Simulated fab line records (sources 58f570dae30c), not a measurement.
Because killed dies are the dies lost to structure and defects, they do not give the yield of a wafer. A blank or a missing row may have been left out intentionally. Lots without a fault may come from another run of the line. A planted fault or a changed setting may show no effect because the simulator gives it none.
Matching of chambers + flow berkeley-cmos170 + UCB170_M3_ETCH_17 on rie-diel-02 has 4 sister chambers
The step etches BARC in N2/H2. 4 wafers are shown with their chamber, then 6 later ones without.

WAFERS PAIRED WITH THEIR CHAMBERS
| wafer  | chamber | drypump-motor-current-A (A) |
|--------|---------|-----------------------------|
| L602.1 | 3       | 6.2                         |
| L607.3 | 0       | 4.7                         |
| L607.5 | 2       | 5.2                         |
| L607.6 | 1       | 5.1                         |

WAFERS WITHOUT THEIR CHAMBER
| wafer  | drypump-motor-current-A (A) |
|--------|-----------------------------|
| L609.1 | 5.1                         |
| L609.3 | 5.2                         |
| L609.4 | 4.7                         |
| L608.2 | 4.7                         |
| L608.3 | 6.3                         |
| L608.4 | 5.2                         |

WHICH CHAMBER EACH WENT THROUGH
| wafer  | from the rows above | in truth |
|--------|---------------------|----------|
| L609.1 | 1                   | 1        |
| L609.3 | 2                   | 2        |
| L609.4 | 0                   | 0        |
| L608.2 | 0                   | 0        |
| L608.3 | 3                   | 3        |
| L608.4 | 2                   | 2        |
6 of 6 placed correctly. From these rows, 0 cannot be placed. Wrongly placed: 0.
How it was worked out, from the rows above alone: a wafer's distance from a chamber is the root of the sum, over the readings, of the square of ((its reading less the chamber's mean) divided by the reading's scatter). If the next closest chamber is less than 2 further off than the closest, the wafer can't be placed; otherwise it belongs to the closest. For every chamber, the mean is computed from those of its wafers that are shown. The scatter: root of mean squared gap, hidden wafer to nearest shown wafer, with one shown wafer a chamber.
